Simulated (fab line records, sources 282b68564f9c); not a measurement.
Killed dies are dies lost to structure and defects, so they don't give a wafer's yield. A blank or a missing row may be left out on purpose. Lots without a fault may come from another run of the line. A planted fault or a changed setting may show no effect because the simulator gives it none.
fab line records | flow rit_cmos
record lots=5 wafers=15 last_day=7
route steps=202 shown NSD@136 PSD@142 SDANNEAL@153 PLDD@159 NLDD@160 SILICIDE@161 CONTACT@168
lots that met no fault: from a run of the same line without faults
start_h: hours from the record's first day to the start of the lot's first wafer shown | wait_h: hours since the lot's step before | " the same as in the row above | L1.1+2: a row that stands for several wafers | - no value, or no start given | * or withheld: withheld | < > ~ a bound
route shown NAME@n: a module of which the file shows steps, and the number in the route of the first | usual: mean/standard deviation of fault-free wafers | same: alike in all rows | chamber/n: place in a boat | sites: the reading at each site | _std_site: their standard deviation | _edge_site: outer sites' mean less inner sites' | radius_mm: how far each site lies from the wafer's centre | mask NAME#n: copy n | behind: the tool/chamber that last shaped the wafer | hold: why the lot was held/for how many hours/how that ended | device: the transistor (n, p or np) that didn't switch | end of line: the same wafers' tests at the end of the route | a step without rows: its recipe alone | killed: dies lost to structure and defects at the first sort, not the wafer's yield | map: a wafer's dies, x killed, . not, _ none there
set.NAME: the setting as run; set.NAME@STEP: as run at that earlier step | model.NAME: the simulator's own value behind a step, which no gauge read
lots at some steps of the route; a table a step, a row a wafer
services: from which hour (start_h, from the record's first day; less than 0 if before it) a tool's chamber was out of use, for how many hours, and why
## steps
# step RIT_NSD_DEVELOP_05
# recipe resist=NOVOLAK develop_time_s=50 dev_temp_c=23
# usual resist_line_temp_C=23.01/0.11
# columns lot.wafer tool chamber start_h wait_h resist_line_temp_C
L078.2 litho_track-03 0 - - 22.87
L078.4 " 0 " " 22.86
L078.5 " 0 " " 22.77
L083.2 litho_track-02 0 - - 23.08
L083.3 " 0 " " 23.09
L083.4 " 0 " " 23.23
L085.2 litho_track-03 0 - - 23.22
L085.3 " 0 " " 23.16
L085.4 " 0 " " 23.14
L091.2 litho_track-03 0 - - 22.79
L091.4 " 0 " " 22.88
L091.6 " 0 " " 22.82
L094.1 litho_track-02 0 - - 23.07
L094.3 " 0 " " 23.03
L094.4 " 0 " " 23.08
# step RIT_NSD_OVL_MEAS_06
# usual NSD_OVL=-1.0/1.3
# columns lot.wafer tool chamber start_h wait_h NSD_OVL[nm]
L078.2 overlay-01 - 69.54 - 0.4
L078.4 " - " " 0.5
L078.5 " - " " -0.1
L083.2 overlay-02 - 100.96 - 0.4
L083.3 " - " " 1.5
L083.4 " - " " 0.4
L085.2 overlay-01 - 116.37 - -1.3
L085.3 " - " " 0.3
L085.4 " - " " -0.5
L091.2 overlay-01 - 144.32 - -1.0
L091.4 " - " " -1.5
L091.6 " - " " -0.8
L094.1 overlay-01 - 161.55 - -3.1
L094.3 " - " " -1.5
L094.4 " - " " -2.1
# step RIT_NSD_HARDBAKE_07
# recipe resist=NOVOLAK temp_c=140 time_s=60
# usual resist_line_temp_C=23.02/0.11
# columns lot.wafer tool chamber start_h wait_h resist_line_temp_C
L078.2 litho_track-04 0 69.59 0.0 23.01
L078.4 " 0 " " 22.92
L078.5 " 0 " " 23.05
L083.2 litho_track-04 0 101.02 0.0 23.03
L083.3 " 0 " " 23.08
L083.4 " 0 " " 23.15
L085.2 litho_track-02 0 116.43 0.0 22.82
L085.3 " 0 " " 22.86
L085.4 " 0 " " 22.97
L091.2 litho_track-04 0 144.37 0.0 23.04
L091.4 " 0 " " 23.37
L091.6 " 0 " " 23.18
L094.1 litho_track-04 0 161.64 0.1 23.11
L094.3 " 0 " " 22.88
L094.4 " 0 " " 23.10
# step RIT_NSD_IMPLANT_08
# recipe species=P energy_kev=25 dose_cm2=1e+15 tilt_deg=7
# usual beam_energy_keV=25.002/0.0083
# same implant_ion_amu=31
# columns lot.wafer tool chamber start_h wait_h beam_energy_keV
L078.2 implanter-01 0 69.74 0.1 25.000
L078.4 " 0 " " 25.009
L078.5 " 0 " " 24.999
L083.2 implanter-01 0 101.17 0.1 25.008
L083.3 " 0 " " 24.999
L083.4 " 0 " " 25.001
L085.2 implanter-04 0 116.58 0.1 24.993
L085.3 " 0 " " 24.995
L085.4 " 0 " " 25.001
L091.2 implanter-01 0 144.52 0.1 24.998
L091.4 " 0 " " 24.999
L091.6 " 0 " " 25.003
L094.1 implanter-04 0 161.79 0.1 25.020
L094.3 " 0 " " 25.016
L094.4 " 0 " " 25.013
# step RIT_NSD_STRIP_09
# recipe chemistry=O2 time_s=180 resist=NOVOLAK platen_temp_c=withheld power_w=500 pressure_mtorr=4000 o2_flow_sccm=4000
# usual drypump_motor_current_A=5.7/0.43
# columns lot.wafer tool chamber start_h wait_h drypump_motor_current_A rf_hours_counter_h
L078.2 plasma_asher-04 1 69.87 0.1 5.2 39
L078.4 " 0 " " 5.3 -
L078.5 " 1 " " 5.2 -
L083.2 plasma_asher-04 0 101.29 0.1 5.3 42
L083.3 " 0 " " 5.2 -
L083.4 " 1 " " 5.1 -
L085.2 plasma_asher-03 1 116.70 0.1 6.4 29
L085.3 " 1 " " 6.4 -
L085.4 " 0 " " 6.1 -
L091.2 plasma_asher-03 0 144.65 0.1 6.0 32
L091.4 " 1 " " 6.4 -
L091.6 " 1 " " 6.4 -
L094.1 plasma_asher-01 0 161.94 0.1 5.9 5
L094.3 " 0 " " 5.9 -
L094.4 " 1 " " 5.5 -
# step RIT_NSD_TW_MEAS_10
# usual NSD_TW=3105/18
# columns lot.wafer tool chamber start_h wait_h NSD_TW
L078.2 film_metro-01 - 70.05 0.1 3119
L078.4 " - " " 3113
L078.5 " - " " 3125
L083.2 film_metro-01 - 101.48 0.1 3131
L083.3 " - " " 3109
L083.4 " - " " 3118
L085.2 film_metro-02 - 116.89 0.1 3108
L085.3 " - " " 3109
L085.4 " - " " 3106
L091.2 film_metro-02 - 144.83 0.1 3133
L091.4 " - " " 3131
L091.6 " - " " 3115
L094.1 film_metro-01 - 162.12 0.1 3089
L094.3 " - " " 3089
L094.4 " - " " 3093
# step RIT_PSD_HMDS_00
# recipe prime_time_s=60 prime_temp_c=140
# usual resist_line_temp_C=23.00/0.12
# columns lot.wafer tool chamber start_h wait_h resist_line_temp_C
L078.2 litho_track-03 0 70.18 0.1 22.96
L078.4 " 0 " " 22.78
L078.5 " 0 " " 22.88
L083.2 litho_track-03 0 101.55 0.1 23.11
L083.3 " 0 " " 23.03
L083.4 " 0 " " 23.21
L085.2 litho_track-04 0 116.96 0.1 23.11
L085.3 " 0 " " 23.15
L085.4 " 0 " " 23.17
L091.2 litho_track-01 0 144.91 0.1 23.08
L091.4 " 0 " " 22.95
L091.6 " 0 " " 23.11
L094.1 litho_track-04 0 162.25 0.1 22.95
L094.3 " 0 " " 22.89
L094.4 " 0 " " 22.74
# step RIT_PSD_COAT_01
# recipe resist=NOVOLAK spin_rpm=3250 resist_thk_nm=1000
# usual resist_line_temp_C=23.01/0.11
# columns lot.wafer tool chamber start_h wait_h resist_line_temp_C
L078.2 litho_track-03 0 70.33 0.1 22.95
L078.4 " 0 " " 23.09
L078.5 " 0 " " 23.14
L083.2 litho_track-03 0 101.70 0.1 22.95
L083.3 " 0 " " 22.95
L083.4 " 0 " " 22.98
L085.2 litho_track-04 0 117.11 0.1 22.88
L085.3 " 0 " " 23.00
L085.4 " 0 " " 23.05
L091.2 litho_track-01 0 145.06 0.1 22.89
L091.4 " 0 " " 22.93
L091.6 " 0 " " 23.07
L094.1 litho_track-04 0 162.40 0.1 23.14
L094.3 " 0 " " 22.96
L094.4 " 0 " " 22.91
# step RIT_PSD_SOFTBAKE_02
# recipe resist=NOVOLAK temp_c=90 time_s=60
# usual resist_line_temp_C=23.02/0.11
# columns lot.wafer tool chamber start_h wait_h resist_line_temp_C
L078.2 litho_track-03 0 70.48 0.1 23.09
L078.4 " 0 " " 23.06
L078.5 " 0 " " 23.11
L083.2 litho_track-03 0 101.85 0.1 22.98
L083.3 " 0 " " 22.81
L083.4 " 0 " " 22.92
L085.2 litho_track-04 0 117.26 0.1 23.17
L085.3 " 0 " " 23.08
L085.4 " 0 " " 23.29
L091.2 litho_track-01 0 145.21 0.1 23.05
L091.4 " 0 " " 22.88
L091.6 " 0 " " 23.07
L094.1 litho_track-04 0 162.55 0.1 22.86
L094.3 " 0 " " 22.97
L094.4 " 0 " " 23.09
# step RIT_PSD_EXPOSE_03
# recipe mask_id=M10 na=0.57 target_cd_nm=40900 dose_mj=250
# columns lot.wafer tool chamber start_h wait_h mask
L078.2+4+5 iline_stepper-02 0 70.63 0.1 M10#0
L083.2+3+4 iline_stepper-01 0 102.00 0.1 M10#0
L085.2+3+4 iline_stepper-01 0 117.53 0.2 M10#0
L091.2+4+6 iline_stepper-01 0 145.48 0.2 M10#0
L094.1+3+4 iline_stepper-01 0 162.78 0.2 M10#0
# step RIT_PSD_PEB_04
# recipe resist=NOVOLAK temp_c=withheld time_s=withheld
# usual resist_line_temp_C=*
# columns lot.wafer tool chamber start_h wait_h resist_line_temp_C
L078.2 litho_track-03 0 70.75 0.1 *
L078.4 " 0 " " *
L078.5 " 0 " " *
L083.2 litho_track-03 0 102.12 0.1 *
L083.3 " 0 " " *
L083.4 " 0 " " *
L085.2 litho_track-01 0 117.65 0.1 *
L085.3 " 0 " " *
L085.4 " 0 " " *
L091.2 litho_track-04 0 145.60 0.1 *
L091.4 " 0 " " *
L091.6 " 0 " " *
L094.1 litho_track-04 0 163.15 0.4 *
L094.3 " 0 " " *
L094.4 " 0 " " *
# step RIT_PSD_DEVELOP_05
# recipe resist=NOVOLAK develop_time_s=50 dev_temp_c=23
# usual resist_line_temp_C=23.02/0.1
# columns lot.wafer tool chamber start_h wait_h resist_line_temp_C
L078.2 litho_track-03 0 - - 23.12
L078.4 " 0 " " 23.16
L078.5 " 0 " " 23.16
L083.2 litho_track-03 0 - - 23.16
L083.3 " 0 " " 22.85
L083.4 " 0 " " 23.06
L085.2 litho_track-01 0 - - 23.06
L085.3 " 0 " " 22.95
L085.4 " 0 " " 23.01
L091.2 litho_track-04 0 - - 22.78
L091.4 " 0 " " 23.00
L091.6 " 0 " " 22.84
L094.1 litho_track-04 0 - - 23.05
L094.3 " 0 " " 23.10
L094.4 " 0 " " 23.20
# step RIT_PSD_OVL_MEAS_06
# usual PSD_OVL=-0.7/1.4
# columns lot.wafer tool chamber start_h wait_h PSD_OVL[nm]
L078.2 overlay-02 - 71.01 - -1.8
L078.4 " - " " -0.8
L078.5 " - " " -2.5
L083.2 overlay-02 - 102.38 - -0.7
L083.3 " - " " -3.1
L083.4 " - " " -2.4
L085.2 overlay-01 - 117.92 - -1.4
L085.3 " - " " 0.4
L085.4 " - " " -0.5
L091.2 overlay-01 - 145.87 - -0.4
L091.4 " - " " -0.7
L091.6 " - " " -0.8
L094.1 overlay-01 - 163.44 - -1.4
L094.3 " - " " -0.3
L094.4 " - " " 0.0
# step RIT_PSD_HARDBAKE_07
# recipe resist=NOVOLAK temp_c=140 time_s=60
# usual resist_line_temp_C=22.99/0.1
# columns lot.wafer tool chamber start_h wait_h resist_line_temp_C
L078.2 litho_track-01 0 71.07 0.0 23.10
L078.4 " 0 " " 22.86
L078.5 " 0 " " 22.86
L083.2 litho_track-04 0 102.44 0.0 23.04
L083.3 " 0 " " 22.90
L083.4 " 0 " " 22.97
L085.2 litho_track-04 0 117.97 0.0 23.07
L085.3 " 0 " " 23.07
L085.4 " 0 " " 22.90
L091.2 litho_track-01 0 145.92 0.0 23.14
L091.4 " 0 " " 23.03
L091.6 " 0 " " 23.02
L094.1 litho_track-03 0 163.65 0.2 22.94
L094.3 " 0 " " 22.94
L094.4 " 0 " " 23.11
# step RIT_PSD_IMPLANT_08
# recipe species=BF2 energy_kev=26.73 dose_cm2=5e+15 tilt_deg=7
# usual beam_energy_keV=26.728/0.0084
# same implant_ion_amu=49
# columns lot.wafer tool chamber start_h wait_h beam_energy_keV
L078.2 implanter-03 0 71.22 0.1 26.746
L078.4 " 0 " " 26.725
L078.5 " 0 " " 26.725
L083.2 implanter-02 0 102.59 0.1 26.718
L083.3 " 0 " " 26.709
L083.4 " 0 " " 26.727
L085.2 implanter-02 0 118.12 0.1 26.733
L085.3 " 0 " " 26.735
L085.4 " 0 " " 26.726
L091.2 implanter-03 0 146.07 0.1 26.731
L091.4 " 0 " " 26.717
L091.6 " 0 " " 26.719
L094.1 implanter-02 0 163.80 0.1 26.712
L094.3 " 0 " " 26.716
L094.4 " 0 " " 26.711
# step RIT_PSD_STRIP_09
# recipe chemistry=O2 time_s=180 resist=NOVOLAK platen_temp_c=withheld power_w=500 pressure_mtorr=4000 o2_flow_sccm=4000
# usual drypump_motor_current_A=6.1/0.36
# columns lot.wafer tool chamber start_h wait_h drypump_motor_current_A rf_hours_counter_h
L078.2 plasma_asher-02 0 71.34 0.1 6.6 45
L078.4 " 0 " " 6.6 -
L078.5 " 1 " " 6.3 -
L083.2 plasma_asher-02 0 102.71 0.1 6.6 48
L083.3 " 1 " " 6.3 -
L083.4 " 0 " " 6.6 -
L085.2 plasma_asher-01 1 118.25 0.1 5.5 0
L085.3 " 1 " " 5.5 -
L085.4 " 0 " " 5.8 -
L091.2 plasma_asher-01 1 146.20 0.1 5.5 3
L091.4 " 0 " " 5.9 -
L091.6 " 1 " " 5.5 -
L094.1 plasma_asher-03 0 163.95 0.1 6.1 34
L094.3 " 1 " " 6.4 -
L094.4 " 0 " " 6.0 -
# step RIT_PSD_TW_MEAS_10
# usual PSD_TW=3406/18
# columns lot.wafer tool chamber start_h wait_h PSD_TW
L078.2 film_metro-01 - 71.53 0.1 3414
L078.4 " - " " 3425
L078.5 " - " " 3413
L083.2 film_metro-02 - 102.90 0.1 3417
L083.3 " - " " 3414
L083.4 " - " " 3402
L085.2 film_metro-01 - 118.43 0.1 3397
L085.3 " - " " 3385
L085.4 " - " " 3415
L091.2 film_metro-04 - 146.38 0.1 3387
L091.4 " - " " 3381
L091.6 " - " " 3403
L094.1 film_metro-02 - 164.13 0.1 3436
L094.3 " - " " 3417
L094.4 " - " " 3428
# step RIT_SDANNEAL_CLEAN_00
# recipe chemistry=SC1 mix=3:3:50 time_s=600 temp_c=75
# columns lot.wafer tool chamber start_h wait_h
L078.2+4+5 wet_bench-02 3 71.58 0.0
L083.2+3+4 wet_bench-01 1 102.95 0.0
L085.2+3+4 wet_bench-04 3 118.48 0.0
L091.2+4+6 wet_bench-01 1 146.43 0.0
L094.1+3+4 wet_bench-02 2 164.19 0.1
# step RIT_SDANNEAL_CLEAN_01
# recipe chemistry=dHF dilution=50:1 time_s=30
# columns lot.wafer tool chamber start_h wait_h
L078.2+4+5 wet_bench-01 2 71.77 0.0
L083.2+3+4 wet_bench-02 0 103.12 0.0
L085.2+3+4 wet_bench-01 2 118.66 0.0
L091.2+4+6 wet_bench-02 0 146.61 0.0
L094.1+3+4 wet_bench-01 3 164.36 0.0
# step RIT_SDANNEAL_CLEAN_02
# recipe chemistry=SC2 mix=3:3:50 time_s=600 temp_c=75 dry=n2_spin
# columns lot.wafer tool chamber start_h wait_h
L078.2+4+5 wet_bench-04 3 71.79 0.0
L083.2+3+4 wet_bench-04 3 103.14 0.0
L085.2+3+4 wet_bench-02 2 118.68 0.0
L091.2+4+6 wet_bench-01 3 146.62 0.0
L094.1+3+4 wet_bench-02 0 164.38 0.0
# step RIT_SDANNEAL_RTA_03
# recipe temp_c=1050 time_s=5 idle_temp_c=600 ramp_up_c_per_s=342 ramp_down_c_per_s=171 cool_to_c=600 ambient=N2
# usual wafer_temp_C_max=1053.4/1.1
# columns lot.wafer tool chamber start_h wait_h wafer_temp_C_max
L078.2 rtp_anneal-01 0 71.97 0.0 1052.2
L078.4 " 0 " " 1054.0
L078.5 " 0 " " 1053.7
L083.2 rtp_anneal-01 0 103.33 0.0 1055.7
L083.3 " 0 " " 1054.3
L083.4 " 0 " " 1053.1
L085.2 rtp_anneal-01 0 118.88 0.0 1052.7
L085.3 " 0 " " 1055.3
L085.4 " 0 " " 1052.9
L091.2 rtp_anneal-01 0 146.81 0.0 1054.1
L091.4 " 0 " " 1052.8
L091.6 " 0 " " 1051.7
L094.1 rtp_anneal-02 0 164.55 0.0 1053.4
L094.3 " 0 " " 1053.3
L094.4 " 0 " " 1053.0
# step RIT_SDANNEAL_RS_MEAS_04
# recipe thk_meas_gauge=four-point-probe
# usual PSD_RS=116.5/0.31
# columns lot.wafer tool chamber start_h wait_h PSD_RS[ohm/sq]
L078.2 film_metro-04 - 72.04 0.1 116.6
L078.4 " - " " 116.9
L078.5 " - " " 116.7
L083.2 film_metro-01 - 103.39 0.1 117.1
L083.3 " - " " 116.7
L083.4 " - " " 117.1
L085.2 film_metro-04 - 118.94 0.1 115.9
L085.3 " - " " 115.9
L085.4 " - " " 116.5
L091.2 film_metro-01 - 146.88 0.1 116.7
L091.4 " - " " 116.4
L091.6 " - " " 116.6
L094.1 film_metro-04 - 164.61 0.0 116.6
L094.3 " - " " 116.3
L094.4 " - " " 116.3
# step RIT_SDANNEAL_RS_MEAS_05
# recipe thk_meas_gauge=four-point-probe
# usual NSD_RS=84.58/0.3
# columns lot.wafer tool chamber start_h wait_h NSD_RS[ohm/sq]
L078.2 film_metro-04 - 72.16 0.1 84.10
L078.4 " - " " 83.84
L078.5 " - " " 84.31
L083.2 film_metro-01 - 103.51 0.1 84.86
L083.3 " - " " 84.70
L083.4 " - " " 84.72
L085.2 film_metro-04 - 119.06 0.1 84.44
L085.3 " - " " 84.56
L085.4 " - " " 84.42
L091.2 film_metro-01 - 147.00 0.1 84.75
L091.4 " - " " 84.20
L091.6 " - " " 84.48
L094.1 film_metro-04 - 164.73 0.1 84.50
L094.3 " - " " 84.40
L094.4 " - " " 84.27
# step RIT_SDANNEAL_RS_MEAS_06
# recipe thk_meas_gauge=four-point-probe
# usual PLDD_RS=178.8/0.52
# columns lot.wafer tool chamber start_h wait_h PLDD_RS[ohm/sq]
L078.2 film_metro-04 - 72.28 0.1 178.1
L078.4 " - " " 178.3
L078.5 " - " " 178.4
L083.2 film_metro-01 - 103.63 0.1 179.4
L083.3 " - " " 179.4
L083.4 " - " " 179.7
L085.2 film_metro-04 - 119.18 0.1 179.6
L085.3 " - " " 179.0
L085.4 " - " " 179.5
L091.2 film_metro-01 - 147.12 0.1 178.8
L091.4 " - " " 178.5
L091.6 " - " " 179.2
L094.1 film_metro-04 - 164.85 0.1 178.0
L094.3 " - " " 178.3
L094.4 " - " " 178.0
# step RIT_SDANNEAL_RS_MEAS_07
# recipe thk_meas_gauge=four-point-probe
# usual NLDD_RS=151.7/0.69
# columns lot.wafer tool chamber start_h wait_h NLDD_RS[ohm/sq]
L078.2 film_metro-04 - 72.40 0.1 150.6
L078.4 " - " " 150.5
L078.5 " - " " 151.2
L083.2 film_metro-01 - 103.75 0.1 152.9
L083.3 " - " " 152.8
L083.4 " - " " 152.5
L085.2 film_metro-04 - 119.30 0.1 151.1
L085.3 " - " " 150.7
L085.4 " - " " 150.9
L091.2 film_metro-01 - 147.24 0.1 151.8
L091.4 " - " " 152.1
L091.6 " - " " 151.8
L094.1 film_metro-04 - 164.97 0.1 150.6
L094.3 " - " " 150.4
L094.4 " - " " 150.5
# step RIT_SILICIDE_WET_ETCH_00
# recipe chemistry=BOE target=SiO2 target_depth_nm=14 time_s=15 dry=n2_spin dilution=10:1 temp_c=21.5
# columns lot.wafer tool chamber start_h wait_h
L078.2+4+5 wet_bench-03 2 72.50 0.1
L083.2+3+4 wet_bench-02 1 103.85 0.1
L085.2+3+4 wet_bench-03 0 119.40 0.1
L091.2+4+6 wet_bench-02 2 147.34 0.1
L094.1+3+4 wet_bench-01 0 165.09 0.1
# step RIT_SILICIDE_SPUTTER_01
# recipe material=Ti target_thk_nm=30 power_w=339.7 chamber_pressure_pa=0.667 gas=Ar time_s=240 substrate_temp_c=25
# usual chamber_pressure_pa=0.6670/0.001 throttle_valve_pct=29.5/1.1
# columns lot.wafer tool chamber start_h wait_h chamber_pressure_pa throttle_valve_pct
L078.2 pvd_sputter-01 - 72.51 0.0 0.6674 31.0
L078.4 " - " " 0.6666 29.4
L078.5 " - " " 0.6657 29.5
L083.2 pvd_sputter-03 - 103.87 0.0 0.6680 28.5
L083.3 " - " " 0.6655 27.9
L083.4 " - " " 0.6659 30.3
L085.2 pvd_sputter-03 - 119.43 0.0 0.6685 30.6
L085.3 " - " " 0.6687 28.7
L085.4 " - " " 0.6681 28.2
L091.2 pvd_sputter-04 - 147.35 0.0 0.6679 30.2
L091.4 " - " " 0.6671 29.0
L091.6 " - " " 0.6680 29.9
L094.1 pvd_sputter-03 - 165.11 0.0 0.6647 30.4
L094.3 " - " " 0.6663 28.7
L094.4 " - " " 0.6672 28.0
# step RIT_SILICIDE_RS_MEAS_02
# recipe thk_meas_gauge=four-point-probe reads=Ti_of_SILICIDE_SPUTTER_01
# usual SILICIDE_TI_RS=50.1/0.67
# columns lot.wafer tool chamber start_h wait_h SILICIDE_TI_RS[ohm/sq]
L078.2 film_metro-03 - 72.68 0.1 49.9
L078.4 " - " " 50.7
L078.5 " - " " 50.5
L083.2 film_metro-01 - 104.17 0.2 49.7
L083.3 " - " " 51.1
L083.4 " - " " 51.3
L085.2 film_metro-03 - 119.60 0.1 50.8
L085.3 " - " " 49.7
L085.4 " - " " 49.7
L091.2 film_metro-02 - 147.52 0.1 49.1
L091.4 " - " " 48.5
L091.6 " - " " 48.8
L094.1 film_metro-02 - 165.26 0.1 49.5
L094.3 " - " " 49.2
L094.4 " - " " 49.9
# step RIT_SILICIDE_THK_MEAS_03
# recipe thk_meas_gauge=xrf reads=Ti_of_SILICIDE_SPUTTER_01
# usual SILICIDE_TI_THK=28.2/0.33
# columns lot.wafer tool chamber start_h wait_h SILICIDE_TI_THK[nm]
L078.2 film_metro-03 - 72.79 0.1 28.0
L078.4 " - " " 27.6
L078.5 " - " " 27.8
L083.2 film_metro-01 - 104.28 0.1 28.6
L083.3 " - " " 28.2
L083.4 " - " " 28.1
L085.2 film_metro-03 - 119.71 0.1 27.7
L085.3 " - " " 28.2
L085.4 " - " " 28.2
L091.2 film_metro-02 - 147.63 0.1 28.4
L091.4 " - " " 28.8
L091.6 " - " " 28.6
L094.1 film_metro-02 - 165.38 0.1 28.2
L094.3 " - " " 28.4
L094.4 " - " " 28.2
# step RIT_SILICIDE_RTA_04
# recipe temp_c=650 time_s=10 idle_temp_c=25 ramp_up_s=5 ramp_down_s=5 cool_to_c=25 ambient=N2
# usual wafer_temp_C_max=652.9/0.7
# columns lot.wafer tool chamber start_h wait_h wafer_temp_C_max
L078.2 rtp_anneal-02 0 72.86 0.1 651.9
L078.4 " 0 " " 652.4
L078.5 " 0 " " 652.0
L083.2 rtp_anneal-01 0 104.35 0.1 652.8
L083.3 " 0 " " 654.6
L083.4 " 0 " " 652.5
L085.2 rtp_anneal-02 0 119.77 0.1 652.8
L085.3 " 0 " " 653.1
L085.4 " 0 " " 652.5
L091.2 rtp_anneal-02 0 147.69 0.1 652.6
L091.4 " 0 " " 652.3
L091.6 " 0 " " 652.8
L094.1 rtp_anneal-01 0 165.44 0.1 653.7
L094.3 " 0 " " 653.9
L094.4 " 0 " " 653.4
# step RIT_SILICIDE_WET_ETCH_05
# recipe chemistry=SPM target=Ti temp_c=90 time_s=120 dry=n2_spin
# columns lot.wafer tool chamber start_h wait_h
L078.2+4+5 wet_bench-01 1 72.91 0.0
L083.2+3+4 wet_bench-01 0 104.40 0.0
L085.2+3+4 wet_bench-02 3 119.83 0.0
L091.2+4+6 wet_bench-03 3 147.74 0.0
L094.1+3+4 wet_bench-03 2 165.50 0.1
# step RIT_SILICIDE_RTA_06
# recipe temp_c=750 time_s=10 idle_temp_c=25 ramp_up_s=5 ramp_down_s=10 cool_to_c=25 ambient=N2
# usual wafer_temp_C_max=753.3/0.78
# columns lot.wafer tool chamber start_h wait_h wafer_temp_C_max
L078.2 rtp_anneal-01 0 72.97 0.0 753.1
L078.4 " 0 " " 752.4
L078.5 " 0 " " 753.2
L083.2 rtp_anneal-02 0 104.45 0.0 753.0
L083.3 " 0 " " 753.1
L083.4 " 0 " " 753.2
L085.2 rtp_anneal-01 0 119.88 0.0 753.3
L085.3 " 0 " " 753.6
L085.4 " 0 " " 753.9
L091.2 rtp_anneal-01 0 147.80 0.0 753.4
L091.4 " 0 " " 753.8
L091.6 " 0 " " 754.2
L094.1 rtp_anneal-02 0 165.55 0.0 753.1
L094.3 " 0 " " 752.2
L094.4 " 0 " " 753.2
# step RIT_CONTACT_CVD_00
# recipe material=SiO2 target_thk_nm=400 precursor=TEOS temp_c=390 time_s=61 rf_w=400
# usual heater_power_w=337/42
# columns lot.wafer tool chamber start_h wait_h heater_power_w
L078.2 pecvd-01 2 73.02 0.0 398
L078.4 " 0 " " 371
L078.5 " 1 " " 325
L083.2 pecvd-03 2 104.51 0.0 357
L083.3 " 1 " " 407
L083.4 " 2 " " 374
L085.2 pecvd-01 1 119.94 0.0 297
L085.3 " 0 " " 326
L085.4 " 2 " " 339
L091.2 pecvd-01 1 147.85 0.0 322
L091.4 " 2 " " 344
L091.6 " 0 " " 383
L094.1 pecvd-01 1 165.61 0.1 266
L094.3 " 2 " " 356
L094.4 " 0 " " 393
# step RIT_CONTACT_THK_MEAS_01
# recipe reads=SiO2_of_CONTACT_CVD_00
# usual CONTACT_TEOS_THK=398/5.2
# columns lot.wafer tool chamber start_h wait_h CONTACT_TEOS_THK[nm]
L078.2 film_metro-04 - 73.08 0.0 398
L078.4 " - " " 404
L078.5 " - " " 404
L083.2 film_metro-01 - 104.57 0.0 393
L083.3 " - " " 402
L083.4 " - " " 402
L085.2 film_metro-01 - 120.00 0.0 394
L085.3 " - " " 401
L085.4 " - " " 401
L091.2 film_metro-01 - 147.91 0.0 398
L091.4 " - " " 405
L091.6 " - " " 402
L094.1 film_metro-01 - 165.66 0.0 398
L094.3 " - " " 399
L094.4 " - " " 406
# step RIT_CONTACT_HMDS_02
# recipe prime_time_s=60 prime_temp_c=140
# usual resist_line_temp_C=23.01/0.1
# columns lot.wafer tool chamber start_h wait_h resist_line_temp_C
L078.2 litho_track-04 0 73.16 0.1 22.88
L078.4 " 0 " " 22.81
L078.5 " 0 " " 22.99
L083.2 litho_track-01 0 104.65 0.1 23.05
L083.3 " 0 " " 23.07
L083.4 " 0 " " 22.96
L085.2 litho_track-01 0 120.07 0.1 23.06
L085.3 " 0 " " 22.97
L085.4 " 0 " " 23.02
L091.2 litho_track-02 0 147.99 0.1 23.10
L091.4 " 0 " " 22.91
L091.6 " 0 " " 22.87
L094.1 litho_track-02 0 165.72 0.1 23.00
L094.3 " 0 " " 23.02
L094.4 " 0 " " 23.06
# step RIT_CONTACT_COAT_03
# recipe resist=NOVOLAK spin_rpm=3250 resist_thk_nm=1000
# usual resist_line_temp_C=23.01/0.1
# columns lot.wafer tool chamber start_h wait_h resist_line_temp_C
L078.2 litho_track-04 0 73.31 0.1 22.88
L078.4 " 0 " " 23.01
L078.5 " 0 " " 22.93
L083.2 litho_track-01 0 104.80 0.1 22.96
L083.3 " 0 " " 23.07
L083.4 " 0 " " 23.14
L085.2 litho_track-01 0 120.22 0.1 23.05
L085.3 " 0 " " 23.01
L085.4 " 0 " " 23.12
L091.2 litho_track-02 0 148.14 0.1 23.03
L091.4 " 0 " " 22.85
L091.6 " 0 " " 22.86
L094.1 litho_track-02 0 165.87 0.1 22.82
L094.3 " 0 " " 22.99
L094.4 " 0 " " 23.08
# step RIT_CONTACT_SOFTBAKE_04
# recipe resist=NOVOLAK temp_c=90 time_s=60
# usual resist_line_temp_C=23.02/0.1
# columns lot.wafer tool chamber start_h wait_h resist_line_temp_C
L078.2 litho_track-04 0 73.46 0.1 23.18
L078.4 " 0 " " 23.21
L078.5 " 0 " " 23.15
L083.2 litho_track-01 0 104.95 0.1 23.10
L083.3 " 0 " " 23.18
L083.4 " 0 " " 23.04
L085.2 litho_track-01 0 120.37 0.1 23.07
L085.3 " 0 " " 22.94
L085.4 " 0 " " 23.01
L091.2 litho_track-02 0 148.29 0.1 23.06
L091.4 " 0 " " 22.95
L091.6 " 0 " " 22.91
L094.1 litho_track-02 0 166.02 0.1 22.84
L094.3 " 0 " " 22.92
L094.4 " 0 " " 22.91
# step RIT_CONTACT_EXPOSE_05
# recipe mask_id=M11 na=0.6 source_shape=conventional sigma_outer=0.5 target_cd_nm=1000 dose_mj=250
# same sigma_outer=0.5
# columns lot.wafer tool chamber start_h wait_h mask
L078.2+4+5 iline_stepper-01 0 73.73 0.2 M11#0
L083.2+3+4 iline_stepper-01 0 105.21 0.2 M11#0
L085.2+3+4 iline_stepper-01 0 120.64 0.2 M11#0
L091.2+4+6 iline_stepper-02 0 148.56 0.2 M11#0
L094.1+3+4 iline_stepper-01 0 166.32 0.3 M11#0
# step RIT_CONTACT_PEB_06
# recipe resist=NOVOLAK temp_c=withheld time_s=withheld
# usual resist_line_temp_C=*
# columns lot.wafer tool chamber start_h wait_h resist_line_temp_C
L078.2 litho_track-02 0 73.85 0.1 *
L078.4 " 0 " " *
L078.5 " 0 " " *
L083.2 litho_track-02 0 105.34 0.1 *
L083.3 " 0 " " *
L083.4 " 0 " " *
L085.2 litho_track-04 0 120.77 0.1 *
L085.3 " 0 " " *
L085.4 " 0 " " *
L091.2 litho_track-02 0 148.68 0.1 *
L091.4 " 0 " " *
L091.6 " 0 " " *
L094.1 litho_track-02 0 166.44 0.1 *
L094.3 " 0 " " *
L094.4 " 0 " " *
## services
# columns tool chamber start_h hours kind
iline_stepper-01 - 57.30 1.7 pm
implanter-04 - 64.56 4.2 pm
implanter-02 - 79.35 15.3 pm
pecvd-01 - 80.65 2.8 pm
pecvd-01 - 92.57 5.9 repair
rtp_anneal-01 - 96.00 3.4 pm
pecvd-03 2 105.58 4.4 repair
plasma_asher-01 - 108.75 9.0 pm
plasma_asher-01 0 108.75 9.0 vent_cycle
plasma_asher-01 1 108.75 9.0 vent_cycle
plasma_asher-02 - 111.76 0.5 repair
implanter-01 - 114.23 5.9 pm
plasma_asher-01 0 117.75 - clean
plasma_asher-01 1 117.75 - clean
implanter-04 - 126.57 2.0 repair
plasma_asher-02 - 127.91 2.8 pm
implanter-03 - 147.97 4.3 pm
pvd_sputter-01 - 159.56 1.3 repair
## key
fault none
